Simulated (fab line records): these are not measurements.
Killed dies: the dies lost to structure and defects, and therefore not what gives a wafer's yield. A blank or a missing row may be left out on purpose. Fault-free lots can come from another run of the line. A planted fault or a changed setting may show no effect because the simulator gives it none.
Which of the tools did it? :: flow berkeley cmos170 :: 14 lots with 42 wafers sampled at 3 steps, on a route of 331 steps

WHAT THE GAUGES SHOWED, per wafer
UCB170_SACOX_THK_MEAS_02. Usual: SACOX_OXIDE_THK typically reads 14.36 nm, with standard deviation 0.25.
lot: L833
measured: day 5 04:30
on: film metro-02
SACOX_OXIDE_THK (nm): 14.43 14.53 14.58
flag: 

lot: L835
measured: day 5 18:52
on: film metro-01
SACOX_OXIDE_THK (nm): 14.06 14.49 14.15
flag: 

lot: L834
measured: day 5 18:47
on: film metro-01
SACOX_OXIDE_THK (nm): 14.50 14.66 14.20
flag: 

lot: L839
measured: day 6 19:45
on: film metro-01
SACOX_OXIDE_THK (nm): 14.56 14.41 14.47
flag: 

lot: L840
measured: day 7 06:59
on: film metro-01
SACOX_OXIDE_THK (nm): 13.91 14.30 14.25
flag: 

lot: L841
measured: day 7 14:25
on: film metro-01
SACOX_OXIDE_THK (nm): 14.25 14.09 14.09
flag: 

lot: L843
measured: day 7 22:39
on: film metro-03
SACOX_OXIDE_THK (nm): 13.91 14.10 13.99
flag: 

lot: L842
measured: day 7 22:40
on: film metro-01
SACOX_OXIDE_THK (nm): 13.96 14.19 14.03
flag: 

lot: L846
measured: day 8 14:02
on: film metro-03
SACOX_OXIDE_THK (nm): 14.27 14.68 14.18
flag: 

lot: L845
measured: day 8 14:02
on: film metro-02
SACOX_OXIDE_THK (nm): 14.36 14.31 14.45
flag: 

lot: L847
measured: day 8 14:02
on: film metro-01
SACOX_OXIDE_THK (nm): 14.41 14.27 14.48
flag: 

lot: L849
measured: day 9 08:11
on: film metro-03
SACOX_OXIDE_THK (nm): 15.20 14.95 15.07
flag: 

lot: L853
measured: day 9 16:42
on: film metro-01
SACOX_OXIDE_THK (nm): 14.41 14.35 14.38
flag: 

lot: L854
measured: day 9 16:42
on: film metro-03
SACOX_OXIDE_THK (nm): 14.32 13.91 13.99
flag: 

TOOL THAT RAN EACH LOT (tool first, then ch and the chambers of the sampled wafers, then the start)
lot: L833
UCB170_ACTIVE_COAT_08: litho track-03 ch 0, day 4 09:05
UCB170_ACTIVE_STRIP_16: plasma asher-01 ch 0,1, day 4 10:44

lot: L835
UCB170_ACTIVE_COAT_08: litho track-02 ch 0, day 4 18:32
UCB170_ACTIVE_STRIP_16: plasma asher-04 ch 0,1, day 4 20:02

lot: L834
UCB170_ACTIVE_COAT_08: litho track-03 ch 0, day 4 18:37
UCB170_ACTIVE_STRIP_16: plasma asher-02 ch 0,1, day 4 20:09

lot: L839
UCB170_ACTIVE_COAT_08: litho track-01 ch 0, day 5 21:44
UCB170_ACTIVE_STRIP_16: plasma asher-04 ch 0,1, day 5 22:42

lot: L840
UCB170_ACTIVE_COAT_08: litho track-01 ch 0, day 6 06:22
UCB170_ACTIVE_STRIP_16: plasma asher-01 ch 0,1, day 6 07:17

lot: L841
UCB170_ACTIVE_COAT_08: litho track-03 ch 0, day 6 13:05
UCB170_ACTIVE_STRIP_16: plasma asher-04 ch 0,1, day 6 14:01

lot: L843
UCB170_ACTIVE_COAT_08: litho track-02 ch 0, day 6 22:57
UCB170_ACTIVE_STRIP_16: plasma asher-02 ch 0,1, day 7 00:08

lot: L842
UCB170_ACTIVE_COAT_08: litho track-01 ch 0, day 6 22:59
UCB170_ACTIVE_STRIP_16: plasma asher-01 ch 0,1, day 7 00:02

lot: L846
UCB170_ACTIVE_COAT_08: litho track-01 ch 0, day 7 17:13
UCB170_ACTIVE_STRIP_16: plasma asher-01 ch 0, day 7 18:17

lot: L845
UCB170_ACTIVE_COAT_08: litho track-02 ch 0, day 7 17:29
UCB170_ACTIVE_STRIP_16: plasma asher-02 ch 0,1, day 7 18:34

lot: L847
UCB170_ACTIVE_COAT_08: litho track-03 ch 0, day 7 17:32
UCB170_ACTIVE_STRIP_16: plasma asher-01 ch 0,1, day 7 18:41

lot: L849
UCB170_ACTIVE_COAT_08: litho track-03 ch 0, day 8 12:50
UCB170_ACTIVE_STRIP_16: plasma asher-01 ch 0,1, day 8 13:57

lot: L853
UCB170_ACTIVE_COAT_08: litho track-03 ch 0, day 8 20:55
UCB170_ACTIVE_STRIP_16: plasma asher-01 ch 0,1, day 8 22:11

lot: L854
UCB170_ACTIVE_COAT_08: litho track-02 ch 0, day 8 20:55
UCB170_ACTIVE_STRIP_16: plasma asher-04 ch 0,1, day 8 22:47
- UCB170_ACTIVE_COAT_08: resist thk 900 nm.
- UCB170_ACTIVE_STRIP_16: strips in O2.

WHAT THE TOOLS THEMSELVES READ (means of the sampled wafers that have a number; where no wafer has one, the mark that the record gives instead)
UCB170_ACTIVE_COAT_08. Usual: exhaust pa 45.1 Pa, standard deviation 1; spin speed rpm 1500.0 rpm, standard deviation 0.87.
lot: L833
tool: litho track-03
exhaust pa (Pa): 42.8
spin speed rpm (rpm): 1500.2
flag: 

lot: L835
tool: litho track-02
exhaust pa (Pa): 45.2
spin speed rpm (rpm): 1498.4
flag: 

lot: L834
tool: litho track-03
exhaust pa (Pa): 45.6
spin speed rpm (rpm): 1498.8
flag: 

lot: L839
tool: litho track-01
exhaust pa (Pa): 44.9
spin speed rpm (rpm): 1499.6
flag: 

lot: L840
tool: litho track-01
exhaust pa (Pa): 45.0
spin speed rpm (rpm): 1500.2
flag: 

lot: L841
tool: litho track-03
exhaust pa (Pa): 44.5
spin speed rpm (rpm): 1499.9
flag: 

lot: L843
tool: litho track-02
exhaust pa (Pa): 43.7
spin speed rpm (rpm): 1499.8
flag: 

lot: L842
tool: litho track-01
exhaust pa (Pa): 45.4
spin speed rpm (rpm): 1499.7
flag: 

lot: L846
tool: litho track-01
exhaust pa (Pa): 46.4
spin speed rpm (rpm): 1499.4
flag: 

lot: L845
tool: litho track-02
exhaust pa (Pa): 46.5
spin speed rpm (rpm): 1500.1
flag: 

lot: L847
tool: litho track-03
exhaust pa (Pa): 45.2
spin speed rpm (rpm): 1500.9
flag: 

lot: L849
tool: litho track-03
exhaust pa (Pa): 45.2
spin speed rpm (rpm): 1658.2
flag: OFF

lot: L853
tool: litho track-03
exhaust pa (Pa): 46.1
spin speed rpm (rpm): 1658.1
flag: OFF

lot: L854
tool: litho track-02
exhaust pa (Pa): 44.9
spin speed rpm (rpm): 1499.2
flag: 

UCB170_ACTIVE_STRIP_16. Usual: drypump motor current A 5.6 A, standard deviation 0.47; oes product au 0.721 a.u., standard deviation 0.0044; strip time to endpoint s 18.15 s, standard deviation 0.082.
lot: L833
tool: plasma asher-01
drypump motor current A (A): 5.4
oes product au (a.u.): 0.723
strip time to endpoint s (s): 18.19
flag: 

lot: L835
tool: plasma asher-04
drypump motor current A (A): 5.4
oes product au (a.u.): 0.723
strip time to endpoint s (s): 18.22
flag: 

lot: L834
tool: plasma asher-02
drypump motor current A (A): 5.6
oes product au (a.u.): 0.723
strip time to endpoint s (s): 18.19
flag: 

lot: L839
tool: plasma asher-04
drypump motor current A (A): 5.5
oes product au (a.u.): 0.719
strip time to endpoint s (s): 18.02
flag: 

lot: L840
tool: plasma asher-01
drypump motor current A (A): 5.4
oes product au (a.u.): 0.724
strip time to endpoint s (s): 18.13
flag: 

lot: L841
tool: plasma asher-04
drypump motor current A (A): 5.5
oes product au (a.u.): 0.717
strip time to endpoint s (s): 18.07
flag: 

lot: L843
tool: plasma asher-02
drypump motor current A (A): 5.4
oes product au (a.u.): 0.717
strip time to endpoint s (s): 18.27
flag: 

lot: L842
tool: plasma asher-01
drypump motor current A (A): 5.4
oes product au (a.u.): 0.721
strip time to endpoint s (s): 18.10
flag: 

lot: L846
tool: plasma asher-01
drypump motor current A (A): 5.0
oes product au (a.u.): 0.726
strip time to endpoint s (s): 18.08
flag: 

lot: L845
tool: plasma asher-02
drypump motor current A (A): 5.6
oes product au (a.u.): 0.718
strip time to endpoint s (s): 18.27
flag: 

lot: L847
tool: plasma asher-01
drypump motor current A (A): 5.8
oes product au (a.u.): 0.722
strip time to endpoint s (s): 18.13
flag: 

lot: L849
tool: plasma asher-01
drypump motor current A (A): 5.5
oes product au (a.u.): 0.720
strip time to endpoint s (s): 17.13
flag: OFF

lot: L853
tool: plasma asher-01
drypump motor current A (A): 5.4
oes product au (a.u.): 0.718
strip time to endpoint s (s): 17.14
flag: OFF

lot: L854
tool: plasma asher-04
drypump motor current A (A): 5.6
oes product au (a.u.): 0.717
strip time to endpoint s (s): 18.15
flag: 

THE ANSWER, worked out from the rows above alone
Rule: lot off if the mean of its wafers having a number is beyond 3 standard deviations from the usual mean. A lot without any number at a reading at which 4 lots or more have one is off too. Any other lot the step has rows for is counted as sound. Order of review: gauges by route order, followed by the tools' own readings, for which a lot's mean as printed above is used. At the first step where some lot is off, the reading lying furthest off is the one used; lots without a number count as furthest.
Off: L849, L853, at UCB170_ACTIVE_COAT_08 (spin speed rpm).
A tool fits if, at that step or a process step before it, it ran every lot that is off, and no sound lot after the first of them. One fits: litho track-03 at UCB170_ACTIVE_COAT_08. Its last sound lot is L847 (day 7 17:32), its first lot that is off L849 (day 8 12:50): a fault that began between those two fits.
On the lots that are off, the tool's own readings at UCB170_ACTIVE_COAT_08 differ by more than 5 times the standard deviation of the sound lots' means, which bears it out; spin speed rpm reads 1658.2 rpm there versus 1499.7 rpm on the sound lots.

WHAT HAD BEEN PUT IN BY THE SIMULATOR
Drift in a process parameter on litho track-03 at UCB170_ACTIVE_COAT_08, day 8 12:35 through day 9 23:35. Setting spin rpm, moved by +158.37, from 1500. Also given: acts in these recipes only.
Shown lots that were struck: L849, L853. The same result came from the rule above.
